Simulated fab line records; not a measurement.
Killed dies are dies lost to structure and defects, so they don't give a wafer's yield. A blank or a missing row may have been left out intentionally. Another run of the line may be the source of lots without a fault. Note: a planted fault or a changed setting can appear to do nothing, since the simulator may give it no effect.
Struck lot and sound lot, side by side	flow ritCmos	15 steps out of a route of 202
Sound: these wafers, L700.2, L700.3, L700.5. The struck wafers were L709.1, L709.3, L709.6. The cause is given at the end.
Each step with rows lists, per side, the tool, then ch with its chambers, then its first start. Under that, the readings that differ: sound wafers	struck wafers	difference of the means	sigmas: that difference in standard deviations of wafers without a fault.
alike: a reading whose means differ by less than 2 such deviations, as well as words and numbers matching on both sides. not compared: withheld readings; readings where some wafer has no value; bounds like >300 that might hide an equal value; numbers whose values overlap and for which the record gives no deviation.
Wherever a step has rows on one side only, a row that says differs or no value, or a row with sigmas, the two part there. Numbers that don't overlap but have no deviation are shown without sigmas and don't part them. A reading that every wafer of one side lacks parts them only if that side has two wafers or more.

RIT_SILICIDE_RTA_06: time 10 s, ramp up 5 s, ramp down 10 s.
  sound on rtpAnneal-01 ch 0, day 3 21:44; struck on rtpAnneal-02 ch 0, day 5 16:08
  alike: wafer_temp_C_max
RIT_CONTACT_CVD_00: deposits SiO2 from TEOS, target thk 400 nm, time 61 s.
  sound on pecvd-03 ch 1,2, day 3 21:48; struck on pecvd-03 ch 1,2, day 5 16:11
  alike: heaterPowerW
RIT_CONTACT_THK_MEAS_01:
  sound on filmMetro-03, day 3 21:53; struck on filmMetro-03, day 5 16:14
  alike: CONTACT_TEOS_THK
then, 6 steps without rows for these wafers: RIT_CONTACT_HMDS_02 (prime time 60 s); RIT_CONTACT_COAT_03 (resist thk 1000 nm); RIT_CONTACT_SOFTBAKE_04 (time 60 s); RIT_CONTACT_EXPOSE_05 (exposes mask M11, target cd 1000 nm); RIT_CONTACT_PEB_06; RIT_CONTACT_DEVELOP_07 (develop time 120 s).
RIT_CONTACT_CD_MEAS_08: the cd target is 1000 nm.
  sound on cdSem-02, day 3 22:55; struck on cdSem-01, day 5 17:16
  alike: cdNm
RIT_CONTACT_OVL_MEAS_09:
  sound on overlay-02, day 3 23:02; struck on overlay-02, day 5 17:23
  alike: CONTACT_OVL
then, 1 step without rows for these wafers: RIT_CONTACT_HARDBAKE_10 (time 60 s).
RIT_CONTACT_ETCH_11: etches SiO2 in CHF3/CF4/Ar, stops on TiSi2, target depth 480 nm, time 320 s.
  sound on rieDiel-04 ch 0,1, day 3 23:13; struck on rieDiel-04 ch 0,2, day 5 17:35
reading	sound	struck	difference	sigmas
model.NOVOLAK_of_CONTACT_COAT_03.thkNm (nm)	767.7 769.9 767.1	695.2 691.7 694.5	-74.4	
  alike: drypumpMotorCurrentA, oesProductAu, throttleValvePct
  not compared: rfHoursCounterH
RIT_CONTACT_STRIP_12: strips in O2, time 180 s.
  sound on plasmaAsher-03 ch 0,1, day 3 23:24; struck on plasmaAsher-01 ch 0,1, day 5 17:46
  alike: drypumpMotorCurrentA, rfReflPowerW
  not compared: rfHoursCounterH
RIT_M1_PROBE_99:
  sound on prober-02, day 4 04:20; struck on prober-01, day 5 23:31
reading	sound	struck	difference	sigmas
model.etest.nmos_0p15.junctionLog10AUm	-13.59 -13.58 -13.71	-7.859 -7.729 -8.012	+5.760	
model.etest.nmosNarrow.offLog10AUm	-13.26 -13.18 -13.26	-7.859 -7.729 -8.012	+5.367	
model.etest.gateEndArray.leakLog10AUm	-12.82 -12.95 -12.93	-7.713 -7.455 -7.827	+5.235	
model.etest.nmos_0p3.offLog10AUm	-12.97 -13.14 -13.12	-7.859 -7.729 -8.012	+5.210	
model.etest.pmos_0p15.junctionLog10AUm	-13.71 -13.83 -13.85	-8.858 -8.729 -9.012	+4.930	
model.etest.contactDiodeArray.leakLog10A (angstrom)	-9.526 -9.341 -9.27	-4.53 -4.374 -4.651	+4.86	
model.etest.selectEdgeDiodeN.leakLog10A (angstrom)	-9.924 -9.55 -9.918	-5.848 -5.697 -6.034	+3.938	
model.etest.pmos_0p3.offLog10AUm	-12.87 -12.89 -12.97	-8.858 -8.729 -9.012	+4.044	
  alike: killedAtContacts, killedAtFrontEnd, killedDies, killedOnRim, killedOpen, killedShort

WHERE THEY PART
Nowhere in this record.

WHY: whatever the simulator had introduced
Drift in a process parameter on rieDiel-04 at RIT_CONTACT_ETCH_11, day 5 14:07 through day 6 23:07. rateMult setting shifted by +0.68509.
